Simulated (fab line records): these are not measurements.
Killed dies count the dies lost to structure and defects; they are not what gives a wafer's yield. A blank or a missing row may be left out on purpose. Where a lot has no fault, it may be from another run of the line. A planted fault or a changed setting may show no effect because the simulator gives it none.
Split-lot trial | flow rit cmos | 23 wafers read across 5 lots, on a route 202 steps long

== ABOUT THE SPLIT ==
At RIT_GATE_OXIDATION_05 (target thk 3 nm, ox time 270 s), the setting temp c was moved away from the recipe's 900 C on 10 of the 23 wafers read, by +0.9% to +2.7%. For the rest of the wafers, this setting stayed at what the recipe calls for.

== SPLIT TO READING: what lies between them in the file, 1 step ==
- RIT_GATE_ANNEAL_06: time 600 s

== THE READING ==
GATE_OXIDE_THK, in nm, at RIT_GATE_THK_MEAS_07. Fault-free wafers of this fab line usually give 2.99 nm, standard deviation 0.066 nm.

wafer  | tool, chamber at the split | temp c as run, C | against the recipe | GATE_OXIDE_THK, nm | against lot-mates on the recipe
L074.1 | -, -                       | 907.8            | +0.9%              | 3.46               | no lot-mate on the recipe
L074.3 | -, -                       | 907.8            | +0.9%              | 3.46               | no lot-mate on the recipe
L074.4 | -, -                       | 907.8            | +0.9%              | 3.31               | no lot-mate on the recipe
L074.5 | -, -                       | 907.8            | +0.9%              | 3.40               | no lot-mate on the recipe
L074.6 | -, -                       | 907.8            | +0.9%              | 3.35               | no lot-mate on the recipe
L076.1 | -, -                       | 900              | recipe             | 2.90               | -
L076.2 | -, -                       | 900              | recipe             | 2.89               | -
L076.4 | -, -                       | 900              | recipe             | 2.89               | -
L076.5 | -, -                       | 900              | recipe             | 2.97               | -
L076.6 | -, -                       | 900              | recipe             | 2.89               | -
L077.1 | -, -                       | 900              | recipe             | 2.91               | -
L077.3 | -, -                       | 900              | recipe             | 2.98               | -
L077.4 | -, -                       | 900              | recipe             | 3.00               | -
L077.5 | -, -                       | 900              | recipe             | 3.02               | -
L077.6 | -, -                       | 900              | recipe             | 2.99               | -
L078.1 | furnace-04, 0              | 900              | recipe             | 2.96               | -
L078.3 | furnace-04, 0              | 900              | recipe             | 3.03               | -
L078.6 | furnace-04, 0              | 900              | recipe             | 2.96               | -
L079.1 | -, -                       | 923.9            | +2.7%              | 3.86               | no lot-mate on the recipe
L079.2 | -, -                       | 923.9            | +2.7%              | 3.93               | no lot-mate on the recipe
L079.3 | -, -                       | 923.9            | +2.7%              | 3.88               | no lot-mate on the recipe
L079.4 | -, -                       | 923.9            | +2.7%              | 3.92               | no lot-mate on the recipe
L079.5 | -, -                       | 923.9            | +2.7%              | 3.90               | no lot-mate on the recipe

FIT RESULTS
A straight line over all 23 wafers: GATE_OXIDE_THK changes by +0.358 nm for each +1% of temp c; r = +0.98; the points scatter about the line by 0.077 nm.
Too few moved wafers with a lot-mate on the recipe to fit a line net of each lot's own level.

== THE WHOLE CHAIN: every reading that the file lists as answering this split, in the file's order ==
step                  | what it does                   | reading                                                                           | change (the file's fit)               | r (the file's)
RIT_GATE_OXIDATION_05 | target thk 3 nm, ox time 270 s | SiO2_of_GATE_OXIDATION_05.thk nm (the simulator's own value, which no gauge read) | +0.346 nm for each +1% of the setting | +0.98
RIT_GATE_THK_MEAS_07  |                                | GATE_OXIDE_THK                                                                    | +0.357 for each +1% of the setting    | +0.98

== THE FILE'S OWN FIT ==
GATE_OXIDE_THK changes by +0.357 nm for each +1% of temp c, r = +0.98.
